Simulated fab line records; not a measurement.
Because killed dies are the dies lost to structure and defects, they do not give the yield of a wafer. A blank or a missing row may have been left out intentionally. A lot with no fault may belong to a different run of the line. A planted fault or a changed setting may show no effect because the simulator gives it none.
The tool behind it: which one?    flow ritCmos    39 wafers from 13 lots sampled at 6 of the route's 202 steps

WHAT THE GAUGES SHOWED, per wafer
RIT_NRETRO_OVL_MEAS_06.
lot   measured     on          NRETRO_OVL (nm)
L464  day 2 07:01  overlay-02  -0.5 1.3 1.0
L465  day 2 11:46  overlay-01  -0.6 0.6 -1.9
L466  day 2 16:58  overlay-02  3.5 1.5 -0.3
L467  day 3 02:40  overlay-01  -0.5 -0.9 1.5
L468  day 3 05:21  overlay-02  2.3 2.1 3.0
L469  day 3 09:22  overlay-01  1.5 -0.3 -0.8
L470  day 3 17:26  overlay-01  1.4 -0.8 1.0
L471  day 3 20:52  overlay-01  2.0 1.5 2.8
L472  day 3 23:26  overlay-01  1.0 1.3 2.4
L477  day 5 02:57  overlay-02  0.5 1.9 2.8
L479  day 5 11:36  overlay-02  -1.1 -1.3 -1.7
L485  day 7 01:56  overlay-02  0.1 -0.3 -2.5
L486  day 7 08:28  overlay-02  1.0 2.1 1.8

RIT_SDANNEAL_RS_MEAS_04: measures by four-point-probe.
lot   measured     on            PSD_RS (ohm/sq)
L464  day 3 12:34  filmMetro-02  115.91 115.75 115.67
L465  day 3 13:05  filmMetro-04  116.34 116.31 116.33
L466  day 3 14:53  filmMetro-02  116.20 115.59 115.74
L467  day 4 01:38  filmMetro-04  116.11 115.37 115.81
L468  day 4 03:15  filmMetro-03  116.10 116.37 116.47
L469  day 4 08:32  filmMetro-04  116.16 116.13 116.05
L470  day 4 15:16  filmMetro-02  115.73 115.80 115.78
L471  day 4 18:16  filmMetro-03  116.32 116.08 116.13
L472  day 4 20:25  filmMetro-04  115.85 115.88 115.64
L477  day 6 02:34  filmMetro-02  94.04 94.20 93.85
L479  day 6 17:47  filmMetro-02  93.88 94.07 94.43
L485  day 8 04:47  filmMetro-03  116.39 116.41 116.37
L486  day 8 13:31  filmMetro-03  116.46 116.57 116.36

RIT_SDANNEAL_RS_MEAS_05: measures by four-point-probe.
lot   measured     on            NSD_RS (ohm/sq)
L464  day 3 12:41  filmMetro-02  84.38 84.15 84.27
L465  day 3 13:13  filmMetro-04  84.40 84.37 84.44
L466  day 3 15:01  filmMetro-02  84.90 84.42 84.28
L467  day 4 01:45  filmMetro-04  84.61 84.52 84.71
L468  day 4 03:22  filmMetro-03  84.41 84.34 84.40
L469  day 4 08:39  filmMetro-04  84.69 84.52 84.45
L470  day 4 15:23  filmMetro-02  84.22 84.70 84.27
L471  day 4 18:23  filmMetro-03  84.48 84.34 84.44
L472  day 4 20:32  filmMetro-04  84.17 84.19 83.85
L477  day 6 02:41  filmMetro-02  83.74 83.54 83.88
L479  day 6 17:55  filmMetro-02  83.40 83.50 83.70
L485  day 8 04:55  filmMetro-03  85.22 84.95 84.88
L486  day 8 13:38  filmMetro-03  84.32 84.44 84.78

RIT_SDANNEAL_RS_MEAS_06: measures by four-point-probe.
lot   measured     on            PLDD_RS (ohm/sq)
L464  day 3 12:48  filmMetro-02  179.1 178.5 178.4
L465  day 3 13:20  filmMetro-04  179.2 179.4 179.6
L466  day 3 15:08  filmMetro-02  178.6 178.6 178.7
L467  day 4 01:52  filmMetro-04  178.4 177.8 177.5
L468  day 4 03:29  filmMetro-03  178.8 179.7 178.8
L469  day 4 08:46  filmMetro-04  178.6 178.8 178.5
L470  day 4 15:30  filmMetro-02  178.7 178.5 178.8
L471  day 4 18:31  filmMetro-03  179.2 179.0 179.3
L472  day 4 20:40  filmMetro-04  178.0 178.7 178.1
L477  day 6 02:49  filmMetro-02  160.3 160.7 159.9
L479  day 6 18:02  filmMetro-02  159.1 159.3 160.4
L485  day 8 05:02  filmMetro-03  178.8 179.5 179.1
L486  day 8 13:46  filmMetro-03  179.0 179.1 178.9

EACH LOT AND THE TOOL THAT RAN IT (in order: tool; ch and the chambers of the sampled wafers; start)
lot   RIT_NRETRO_STRIP_09                 RIT_SDANNEAL_RTA_03
L464  plasmaAsher-02 ch 0,1, day 2 07:27  rtpAnneal-01 ch 0, day 3 12:30
L465  plasmaAsher-01 ch 0, day 2 12:11    rtpAnneal-02 ch 0, day 3 13:01
L466  plasmaAsher-02 ch 0,1, day 2 17:24  rtpAnneal-01 ch 0, day 3 14:49
L467  plasmaAsher-02 ch 0,1, day 3 03:05  rtpAnneal-02 ch 0, day 4 01:34
L468  plasmaAsher-02 ch 0,1, day 3 05:47  rtpAnneal-01 ch 0, day 4 03:11
L469  plasmaAsher-01 ch 0,1, day 3 09:47  rtpAnneal-02 ch 0, day 4 08:28
L470  plasmaAsher-02 ch 0,1, day 3 17:55  rtpAnneal-01 ch 0, day 4 15:11
L471  plasmaAsher-03 ch 0,1, day 3 21:19  rtpAnneal-02 ch 0, day 4 18:13
L472  plasmaAsher-01 ch 1, day 3 23:52    rtpAnneal-01 ch 0, day 4 20:21
L477  plasmaAsher-01 ch 0,1, day 5 03:23  rtpAnneal-02 ch 0, day 6 02:31
L479  plasmaAsher-01 ch 0,1, day 5 12:02  rtpAnneal-02 ch 0, day 6 17:44
L485  plasmaAsher-03 ch 0,1, day 7 02:25  rtpAnneal-01 ch 0, day 8 04:43
L486  plasmaAsher-03 ch 0,1, day 7 08:53  rtpAnneal-01 ch 0, day 8 13:27
- RIT_NRETRO_STRIP_09: strips in O2, time 180 s.
- RIT_SDANNEAL_RTA_03: time 5 s.

AS READ BY THE TOOLS THEMSELVES (means over the sampled wafers that have a number; for cases with no such wafer, the mark the record gives instead)
RIT_NRETRO_STRIP_09.
lot   tool            drypumpMotorCurrentA (A)
L464  plasmaAsher-02  5.7
L465  plasmaAsher-01  4.7
L466  plasmaAsher-02  5.7
L467  plasmaAsher-02  5.7
L468  plasmaAsher-02  5.7
L469  plasmaAsher-01  5.6
L470  plasmaAsher-02  5.7
L471  plasmaAsher-03  6.1
L472  plasmaAsher-01  6.0
L477  plasmaAsher-01  5.6
L479  plasmaAsher-01  5.6
L485  plasmaAsher-03  6.1
L486  plasmaAsher-03  6.1

RIT_SDANNEAL_RTA_03.
lot   tool          rampDownCPerS  wafer_temp_C_max
L464  rtpAnneal-01  171.00         1053.6
L465  rtpAnneal-02  171.00         1054.0
L466  rtpAnneal-01  170.98         1054.0
L467  rtpAnneal-02  170.97         1053.3
L468  rtpAnneal-01  171.02         1052.7
L469  rtpAnneal-02  171.01         1053.2
L470  rtpAnneal-01  171.00         1052.8
L471  rtpAnneal-02  170.99         1053.9
L472  rtpAnneal-01  171.00         1053.4
L477  rtpAnneal-02  171.01         1087.0
L479  rtpAnneal-02  171.03         1086.4
L485  rtpAnneal-01  171.00         1053.2
L486  rtpAnneal-01  171.00         1054.6

THE ANSWER, worked out from the rows above alone
Rule: what is usual is taken from the lots themselves. The widest of any qualifying gaps counts: lots, ordered by their means at a reading, are off when they make up no more than a third of the lots, leave a main group of 4 or more, and stand apart from it by 3 or more times the standard deviation of that group's means. If all means in a main group match to the digits the tables above print for the reading, that group is not used. Also off: a lot with no number at a reading for which 4 or more lots have one. Any other lot the step has rows for is counted as sound. First the gauges in route order, then the tools' own readings, where a lot's mean is used as printed above. The first step at which some lot is off is used, and at that step the reading that is off furthest; a lot without a number counts as furthest.
Off: L477, L479, at RIT_SDANNEAL_RS_MEAS_04 (PSD_RS). Mean 116.07 ohm/sq and standard deviation 0.27 in the main group.
If a tool, at a process step before that reading, ran all the lots that are off and no sound lot after the first of them, it fits. The gauges at RIT_SDANNEAL_RS_MEAS_04 aren't tried: what is off there is off at RIT_SDANNEAL_RTA_03 too, on other tools, and a gauge's error can't cause that. This does not decide it: 2 tools fit, namely plasmaAsher-01 at RIT_NRETRO_STRIP_09 and rtpAnneal-02 at RIT_SDANNEAL_RTA_03.

WHAT WAS PUT IN BY THE SIMULATOR
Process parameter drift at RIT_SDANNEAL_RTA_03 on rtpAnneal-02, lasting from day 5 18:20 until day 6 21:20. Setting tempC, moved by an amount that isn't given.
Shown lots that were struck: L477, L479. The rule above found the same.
